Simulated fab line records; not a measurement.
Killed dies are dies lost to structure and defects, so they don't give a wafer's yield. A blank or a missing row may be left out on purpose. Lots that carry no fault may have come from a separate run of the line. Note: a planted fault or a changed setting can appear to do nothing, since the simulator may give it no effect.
Struck lot and sound lot, side by side | flow berkeley cmos170 | 17 out of 331 route steps
Sound: these wafers, L793.1, L793.2, L793.6. Struck: wafers L797.3, L797.4, L797.5. The cause is given at the end.
Each step with rows lists, per side, the tool, then ch with its chambers, then its first start. Under that, the readings that differ: sound wafers | struck wafers | difference of the means | sigmas: that difference in standard deviations of wafers without a fault.
alike: a reading whose means differ by less than 2 such deviations, as well as words and numbers matching on both sides. not compared: withheld readings; readings where some wafer has no value; bounds like >300 that might hide an equal value; numbers whose values overlap and for which the record gives no deviation.
A row with sigmas, a row that says differs or no value, or rows on one side alone: a step with any of these is where the two part. When numbers do not overlap yet have no deviation, they are printed without sigmas and do not part them. A reading that every wafer of one side lacks parts them only if that side has two wafers or more.

first, 2 steps without rows for these wafers: UCB170_PSD_PEB_04; UCB170_PSD_DEVELOP_05 (develop time 45 s).
UCB170_PSD_CD_MEAS_06: the cd target is 1200 nm.
  struck on cd sem-01, day 9 21:09; sound on cd sem-02, day 8 23:11
  alike: cd nm
UCB170_PSD_OVL_MEAS_07:
  struck on overlay-02, day 9 21:17; sound on overlay-02, day 8 23:19
  alike: PSD_OVL
next, for these wafers, 1 step has no rows: UCB170_PSD_IMPLANT_08.
UCB170_PSD_STRIP_09: strips in O2.
  sound on plasma asher-02 ch 0,1, day 8 23:29; struck on plasma asher-02 ch 0,1, day 9 21:29
  reading                      | sound             | struck            | difference | sigmas
  strip time to endpoint s (s) | 29.23 29.23 29.24 | 29.41 29.40 29.48 | +0.20      | +3
  alike: drypump motor current A, oes product au
  not compared: rf hours counter h
UCB170_PSD_TW_MEAS_10:
  struck on film metro-02, day 9 21:34; sound on film metro-04, day 8 23:35
  alike: PSD_TW
then, 5 steps without rows for these wafers: UCB170_PSD_CLEAN_11 (cleans in SPM, time 600 s); UCB170_NSD_HMDS_00 (prime time 60 s); UCB170_NSD_COAT_01 (resist thk 900 nm); UCB170_NSD_SOFTBAKE_02 (time 60 s); UCB170_NSD_EXPOSE_03 (exposes mask NSELECT MOD, target cd 1200 nm).
UCB170_NSD_PEB_04:
  sound on litho track-01 ch 0, day 9 00:52; struck on litho track-01 ch 0, day 9 23:10
  reading                  | sound             | struck            | difference | sigmas
  heater power total W (W) | 56.75 56.81 56.78 | 61.56 61.53 61.58 | +4.78      | +99 or more
then, 1 step without rows for these wafers: UCB170_NSD_DEVELOP_05 (develop time 45 s).
UCB170_NSD_CD_MEAS_06: the cd target is 1200 nm.
  struck on cd sem-02, day 9 23:26; sound on cd sem-02, day 9 01:08
  reading    | sound                | struck               | difference | sigmas
  cd nm (nm) | 1197.0 1199.3 1198.8 | 1182.4 1181.8 1182.6 | -16.1      | -15
UCB170_NSD_OVL_MEAS_07:
  struck on overlay-02, day 9 23:32; sound on overlay-02, day 9 01:15
  reading      | sound | struck    | difference | sigmas
  NSD_OVL (nm) | 0 8 6 | -10 -8 -3 | -12        | -2
UCB170_M3_PROBE_99:
  the record has rows for the struck wafers here (prober-01, day 11 06:38) and none for the sound ones

== WHERE THEY PART ==
First at UCB170_PSD_STRIP_09; last, within this record, at UCB170_M3_PROBE_99.

WHY: whatever the simulator had introduced
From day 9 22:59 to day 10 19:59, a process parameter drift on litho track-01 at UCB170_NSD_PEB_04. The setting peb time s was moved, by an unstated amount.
